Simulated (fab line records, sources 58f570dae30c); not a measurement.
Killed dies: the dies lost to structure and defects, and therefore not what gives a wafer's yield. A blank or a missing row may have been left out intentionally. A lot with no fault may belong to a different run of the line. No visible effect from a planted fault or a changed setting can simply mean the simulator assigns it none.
Which tool did it?    flow berkeleyCmos170    14 lots with 42 wafers sampled at 3 steps, on a route of 331 steps

## WHAT EACH GAUGE READ, for each wafer
UCB170_NSD_CD_MEAS_06: target cd 1200 nm. Usual: cdNm at 1199.9 nm, with a standard deviation of 1.4.
lot   measured      on        cdNm (nm)             flag
L763  day 7 19:53   cdSem-02  1199.8 1199.1 1199.4  
L765  day 8 11:27   cdSem-02  1200.4 1199.4 1198.6  
L764  day 8 11:53   cdSem-01  1200.4 1202.4 1201.0  
L767  day 9 04:12   cdSem-02  1201.6 1200.2 1200.8  
L766  day 9 04:27   cdSem-01  1198.1 1198.6 1196.6  
L770  day 9 04:45   cdSem-02  1200.4 1202.3 1200.5  
L771  day 9 04:48   cdSem-01  1200.0 1199.9 1200.5  
L768  day 9 05:00   cdSem-02  1202.2 1201.2 1201.9  
L774  day 10 07:20  cdSem-01  1198.4 1198.3 1199.0  
L779  day 11 17:28  cdSem-02  1200.2 1200.7 1200.6  
L781  day 11 17:26  cdSem-01  1200.7 1201.1 1201.3  
L783  day 12 09:29  cdSem-01  1202.0 1202.5 1200.7  
L784  day 12 09:22  cdSem-02  1198.7 1198.0 1199.1  
L786  day 12 14:55  cdSem-02  1198.7 1198.7 1198.5  

UCB170_M2_RS_MEAS_02: measures by four-point-probe. Usual: M2_AL_RS gives 0.0322 ohm/sq (standard deviation 0.00034).
lot   measured      on            M2_AL_RS (ohm/sq)     flag
L763  day 8 13:19   filmMetro-04  0.0317 0.0322 0.0321  
L765  day 9 02:22   filmMetro-01  0.0320 0.0322 0.0323  
L764  day 9 04:05   filmMetro-04  0.0320 0.0320 0.0319  
L767  day 9 21:43   filmMetro-01  0.0327 0.0327 0.0323  
L766  day 9 21:33   filmMetro-02  0.0324 0.0328 0.0326  
L770  day 9 21:59   filmMetro-02  0.0326 0.0324 0.0328  
L771  day 9 22:15   filmMetro-04  0.0325 0.0327 0.0324  
L768  day 9 22:47   filmMetro-02  0.0323 0.0325 0.0323  
L774  day 11 04:52  filmMetro-01  0.0318 0.0320 0.0316  
L779  day 12 14:43  filmMetro-04  0.0324 0.0325 0.0326  
L781  day 12 14:49  filmMetro-01  0.0324 0.0324 0.0322  
L783  day 13 02:39  filmMetro-02  0.0316 0.0315 0.0313  
L784  day 13 01:37  filmMetro-04  0.0326 0.0321 0.0326  
L786  day 13 04:52  filmMetro-02  0.0329 0.0327 0.0324  

## WHICH TOOL RAN EACH LOT (tool, then ch and the chambers of the sampled wafers, then the start)
lot   UCB170_GATE_ETCH_14
L763  rieDiel-01 ch 0,1,3, day 7 06:51
L765  rieDiel-01 ch 0,1,3, day 7 18:50
L764  rieDiel-03 ch 1,3, day 7 19:28
L767  rieDiel-03 ch 0,3, day 8 08:50
L766  rieDiel-04 ch 0,1, day 8 08:57
L770  rieDiel-03 ch 2,3, day 8 14:32
L771  rieDiel-01 ch 0,2, day 8 14:50
L768  rieDiel-03 ch 0,2,3, day 8 15:22
L774  rieDiel-03 ch 1,2, day 9 16:28
L779  rieDiel-01 ch 0,1,3, day 11 00:58
L781  rieDiel-04 ch 1,2,3, day 11 01:37
L783  rieDiel-04 ch 2,3, day 11 15:53
L784  rieDiel-04 ch 2,3, day 11 16:15
L786  rieDiel-04 ch 0,1,2, day 12 02:13
- UCB170_GATE_ETCH_14: etches BARC in N2/H2.

## AS READ BY THE TOOLS THEMSELVES (means over the sampled wafers that have a number; for cases with no such wafer, the mark the record gives instead)
UCB170_GATE_ETCH_14. Usual: drypumpMotorCurrentA 5.6 A, standard deviation 0.34; n2FlowSccm 99.93 sccm, standard deviation 0.29; oesProductAu 0.998 a.u., standard deviation 0.023; rfFwdPowerW 494.6 W, standard deviation 2.6; throttleValvePct 13.29 %, standard deviation 0.24.
lot   tool        drypumpMotorCurrentA (A)  n2FlowSccm (sccm)  oesProductAu (a.u.)  rfFwdPowerW (W)  throttleValvePct (%)  flag
L763  rieDiel-01  5.3                       99.92              0.995                494.0            13.35                 
L765  rieDiel-01  5.3                       99.97              0.989                494.1            13.34                 
L764  rieDiel-03  5.8                       100.07             0.996                496.8            13.41                 
L767  rieDiel-03  5.7                       100.12             1.003                493.7            13.15                 
L766  rieDiel-04  5.6                       100.07             1.008                496.6            13.13                 
L770  rieDiel-03  5.6                       99.90              1.014                495.8            13.00                 
L771  rieDiel-01  5.2                       99.79              1.002                494.8            13.41                 
L768  rieDiel-03  5.7                       100.26             1.009                494.1            13.08                 
L774  rieDiel-03  5.7                       100.09             1.015                498.2            13.07                 
L779  rieDiel-01  5.3                       99.94              0.995                493.9            13.35                 
L781  rieDiel-04  5.6                       99.95              0.980                494.8            13.31                 
L783  rieDiel-04  5.9                       99.78              0.959                491.7            13.36                 
L784  rieDiel-04  5.9                       99.55              0.962                492.2            13.36                 
L786  rieDiel-04  5.8                       99.85              1.007                496.8            13.25                 

## THE ANSWER, worked out from the rows above alone
Rule: take the mean of a lot's wafers that have a number; if it is more than 3 standard deviations from the usual mean, the lot is off. Also off: a lot with no number at a reading for which 4 or more lots have one. Where the step has rows for the other lots, those lots are counted as sound. The gauges are gone through in route order, then the tools' own readings, and for those a lot's mean is taken as printed above. At the first step where some lot is off, the reading lying furthest off is the one used; lots without a number count as furthest.
None of the lots is off at any reading shown; this tells nothing.

## WHAT THE SIMULATOR HAD PUT IN
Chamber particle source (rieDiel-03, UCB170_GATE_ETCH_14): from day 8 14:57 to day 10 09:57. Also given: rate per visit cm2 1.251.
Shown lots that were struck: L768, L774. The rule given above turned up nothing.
